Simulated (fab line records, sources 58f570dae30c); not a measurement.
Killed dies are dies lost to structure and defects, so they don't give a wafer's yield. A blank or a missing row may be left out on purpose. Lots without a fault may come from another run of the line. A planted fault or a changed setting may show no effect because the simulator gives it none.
Which tool did it? | flow berkeley_cmos170 | 14 lots, 42 wafers sampled, at 2 steps of a route of 331

WHAT THE GAUGES READ, wafer by wafer
UCB170_PSD_CD_MEAS_06: target cd 1200 nm. Usual: cd_nm 1199.7 nm, standard deviation 1.5.
lot  | measured     | on        | cd_nm (nm)           | flag
L642 | day 8 10:59  | cd_sem-01 | 1199.9 1199.3 1199.7 |
L643 | day 9 00:07  | cd_sem-02 | 1198.8 1200.1 1200.6 |
L646 | day 9 12:45  | cd_sem-02 | 1198.7 1198.6 1199.7 |
L647 | day 9 13:13  | cd_sem-02 | 1201.6 1200.5 1199.1 |
L649 | day 10 02:47 | cd_sem-02 | - - -                | OFF
L651 | day 10 03:02 | cd_sem-01 | - - -                | OFF
L656 | day 11 07:58 | cd_sem-02 | 1196.9 1197.4 1198.0 |
L657 | day 11 08:37 | cd_sem-02 | 1200.6 1198.8 1199.1 |
L659 | day 11 08:52 | cd_sem-01 | 1198.3 1198.9 1199.8 |
L658 | day 11 09:10 | cd_sem-01 | 1197.1 1196.5 1197.0 |
L660 | day 11 19:41 | cd_sem-02 | 1200.9 1200.6 1201.7 |
L662 | day 12 10:31 | cd_sem-01 | 1198.6 1199.6 1199.3 |
L665 | day 12 19:13 | cd_sem-02 | 1202.1 1202.1 1201.5 |
L664 | day 12 19:54 | cd_sem-01 | 1200.5 1200.8 1202.3 |

WHICH TOOL RAN EACH LOT (tool, then ch and the chambers of the sampled wafers, then the start)
lot  | UCB170_PSD_COAT_01
L642 | litho_track-03 ch 0, day 8 10:00
L643 | litho_track-03 ch 0, day 8 23:05
L646 | litho_track-01 ch 0, day 9 11:38
L647 | litho_track-02 ch 0, day 9 11:59
L649 | litho_track-03, day 10 01:32
L651 | litho_track-02, day 10 01:44
L656 | litho_track-03 ch 0, day 11 06:54
L657 | litho_track-01 ch 0, day 11 06:59
L659 | litho_track-03 ch 0, day 11 07:18
L658 | litho_track-02 ch 0, day 11 07:23
L660 | litho_track-02 ch 0, day 11 18:44
L662 | litho_track-02 ch 0, day 12 08:50
L665 | litho_track-02 ch 0, day 12 18:14
L664 | litho_track-02 ch 0, day 12 18:43
- UCB170_PSD_COAT_01: resist thk 900 nm.

WHAT THE TOOLS THEMSELVES READ (means of the sampled wafers that have a number; where no wafer has one, the mark that the record gives instead)
UCB170_PSD_COAT_01. Usual: chill_plate_temp_C 22.99 C, standard deviation 0.1; dispense_pressure_kPa 46 kPa, standard deviation 3.5.
lot  | tool           | chill_plate_temp_C (C) | dispense_pressure_kPa (kPa) | flag
L642 | litho_track-03 | 22.96                  | 50                          |
L643 | litho_track-03 | 22.98                  | 50                          |
L646 | litho_track-01 | 22.98                  | 48                          |
L647 | litho_track-02 | 22.91                  | 42                          |
L649 | litho_track-03 | -                      | -                           | OFF
L651 | litho_track-02 | -                      | -                           | OFF
L656 | litho_track-03 | 22.99                  | 50                          |
L657 | litho_track-01 | 22.99                  | 48                          |
L659 | litho_track-03 | 22.94                  | 50                          |
L658 | litho_track-02 | 22.86                  | 42                          |
L660 | litho_track-02 | 22.98                  | 42                          |
L662 | litho_track-02 | 22.96                  | 42                          |
L665 | litho_track-02 | 22.94                  | 42                          |
L664 | litho_track-02 | 22.94                  | 42                          |

THE ANSWER, worked out from the rows above alone
Rule: a lot is off if the mean of its wafers that have a number lies more than 3 standard deviations from the usual mean. A lot without any number at a reading at which 4 lots or more have one is off too. The other lots that the step has rows for count as sound. The gauges are gone through in route order, then the tools' own readings, and for those a lot's mean is taken as printed above. The first step at which some lot is off is used, and at that step the reading that is off furthest; a lot without a number counts as furthest.
Off: L649, L651, at UCB170_PSD_CD_MEAS_06 (cd_nm). Without a number there: L649, L651.
A tool fits if, at a process step before that reading, it ran every lot that is off, and no sound lot after the first of them. The gauges at UCB170_PSD_CD_MEAS_06 aren't tried: what is off there is off at UCB170_PSD_COAT_01 too, on other tools, and a gauge's error can't cause that. None of those tried fits.

WHAT THE SIMULATOR HAD PUT IN
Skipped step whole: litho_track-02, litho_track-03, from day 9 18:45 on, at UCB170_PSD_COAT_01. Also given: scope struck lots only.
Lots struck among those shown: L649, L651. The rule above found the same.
